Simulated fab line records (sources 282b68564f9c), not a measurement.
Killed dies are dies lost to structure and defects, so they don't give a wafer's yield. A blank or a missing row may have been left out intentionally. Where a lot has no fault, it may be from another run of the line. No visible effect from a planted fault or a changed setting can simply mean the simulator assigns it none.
One fault through the eyes of 2 desks | flow rit-cmos | each desk has only its own numbers; what lay behind them comes last

METROLOGY DESK
What the gauges read for every lot (on any tool): the sampled wafers with a number, averaged. The brackets show how far a lot's mean lies from the usual mean; more than 4 standard deviations puts the lot out of limits, marked OUT.
Columns: A = cd-nm at RIT_GATE_CD_MEAS_90, usual 149.2 nm
lot  | first seen here | A
L395 | day 2 17:37     | 151.2
L397 | day 3 07:57     | 148.0
L398 | day 3 13:53     | 149.1
L399 | day 3 18:35     | 152.9
L400 | day 3 22:55     | 149.6
L401 | day 4 06:44     | 148.5
L402 | day 4 11:38     | 147.7
L404 | day 4 17:29     | 153.2
L405 | day 4 22:08     | 152.9
L407 | day 5 06:22     | 150.3
L408 | day 5 10:07     | 151.7
L409 | day 5 19:20     | 149.1
L418 | day 7 09:20     | 153.4
This desk's finding: nothing out of limits on any of the 13 lots.

TOOL OWNER'S DESK, rie-diel-04
The tool's own readings at RIT_SPACER_ETCHBACK_05 (etches Si3N4 in SF6/CHF3, stops on SiO2, target depth 250 nm, time 240 s): means of the sampled wafers that have a number, for each lot that ran on this tool. The brackets show how far a lot's mean lies from the usual mean; more than 4 standard deviations puts the lot out of limits, marked OUT.
Columns: A = drypump-motor-current-A at RIT_SPACER_ETCHBACK_05, usual 5.9 A; B = oes-product-au at RIT_SPACER_ETCHBACK_05, usual 0.850 a.u.; C = run-length-s at RIT_SPACER_ETCHBACK_05, usual 268.6 s; D = throttle-valve-pct at RIT_SPACER_ETCHBACK_05, usual 10.31 %
lot  | first seen here | A   | B     | C               | D
L399 | day 4 03:50     | 5.6 | 0.851 | 268.7           | 10.24
L401 | day 4 15:27     | 6.3 | 0.857 | 268.9           | 10.41
L407 | day 5 15:44     | 6.3 | 0.870 | 269.0           | 10.42
L408 | day 5 19:55     | 6.3 | 0.860 | 268.9           | 10.35
L409 | day 6 03:44     | 6.0 | 0.853 | 273.1 (+12) OUT | 10.35
This desk's verdict: out of limits on L409, starting with L409 at day 6 03:44 (run-length-s at RIT_SPACER_ETCHBACK_05). In limits: L399, L401, L407, L408.

TAKEN TOGETHER
The tool owner's desk had the chance to raise an alarm at day 6 03:44 on L409.
At the metrology desk, nothing out of limits was observed.
The metrology desk has L409 on record, within its limits.
All the named lots went through RIT_SPACER_ETCHBACK_05 on rie-diel-04.

WHAT THE SIMULATOR HAD INSERTED
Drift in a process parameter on rie-diel-04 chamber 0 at RIT_SPACER_ETCHBACK_05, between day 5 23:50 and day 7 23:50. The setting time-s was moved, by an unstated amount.
Shown lots that were struck: L409.
Each desk's first reading out of limits, in hours after the fault started: the tool owner's desk, 4.
